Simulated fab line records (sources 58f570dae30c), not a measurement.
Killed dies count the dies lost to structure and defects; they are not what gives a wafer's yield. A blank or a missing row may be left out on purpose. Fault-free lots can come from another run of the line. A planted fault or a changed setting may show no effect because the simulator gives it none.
Problem report, 8D (eight disciplines) form, completed by code ; flow berkeley cmos170 ; the parts of the form that need people (team, actions taken, sign-off) are left out

1. THE ISSUE
At UCB170_PVT_IMPLANT_07, dose ions cm2 averages 2e+12 over 6 wafers from 2 lots, while fault-free wafers read 2e+12, standard deviation 2.4e+09. Relative to the usual mean, that is a shift of -40 standard deviations.
First observed at day 7 11:36: wafer L890.3, on implanter-04. Wafers with a number at this step in the record: 18, from 6 lots. Rule for "out" (also "out of limits"): further than 4 standard deviations from the usual mean. Any other wafer with a number is counted as sound.

2. WHAT IT IS; WHAT IT IS NOT
question;is;is not
which readings at this step;dose ions cm2;-
which lots;L890, L891;L877, L878, L899, L900
which wafers of those lots;all that have a number;-
read on which tools;implanter-04;implanter-02, implanter-03
when;from day 7 11:36;"up to then (6 sound wafers); but 6 sound wafers of L899, L900 came after"

3. SUSPECTS, AND WHAT RULES EACH OUT
Counting: any tool at a process step up to the reading is kept as a suspect provided that every lot that is out went through it and no sound lot did after the first of them.
- plasma asher-02 at UCB170_NVT_STRIP_08 (strips in O2): kept. It ran every lot that is out, first L890 (day 7 09:43), and no sound lot after that; its last sound lot up to then is L877 (day 5 11:58).
- implanter-04 at UCB170_PVT_IMPLANT_07: kept. It ran every lot that is out, first L890 (day 7 11:36), and no sound lot after that; its last sound lot up to then is L878 (day 5 12:47). Out on those wafers are its own readings of dose ions cm2.
What counting leaves: plasma asher-02 at UCB170_NVT_STRIP_08 and implanter-04 at UCB170_PVT_IMPLANT_07.

4. THE CAUSE (what the simulator had put in)
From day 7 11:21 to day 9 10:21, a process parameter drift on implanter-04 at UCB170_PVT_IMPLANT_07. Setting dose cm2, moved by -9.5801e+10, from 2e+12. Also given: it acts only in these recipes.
Of the 2 suspects that counting leaves, this tool is one.

5. SEQUENCE OF EFFECTS, ordered by route
Each row: a reading whose mean over the struck wafers that have a number lies more than 3 standard deviations from the usual. Readings are gone through only where the record gives a usual standard deviation; hours: the median, over the lots, of the time from a lot's start at the first step in this table giving one to that lot's start at this step; sigmas: the change measured in usual standard deviations.
hours;step;reading;usual;on struck wafers;change;sigmas
0;UCB170_PVT_IMPLANT_07;dose ions cm2;2e+12;2e+12;-1e+11;-40
It contains these process steps:
- UCB170_PVT_IMPLANT_07

6. HOW IT WOULD HAVE BEEN CAUGHT EARLIER
First out-of-limits reading in this record: day 7 11:36, which is 0 hours after fault onset at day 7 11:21.
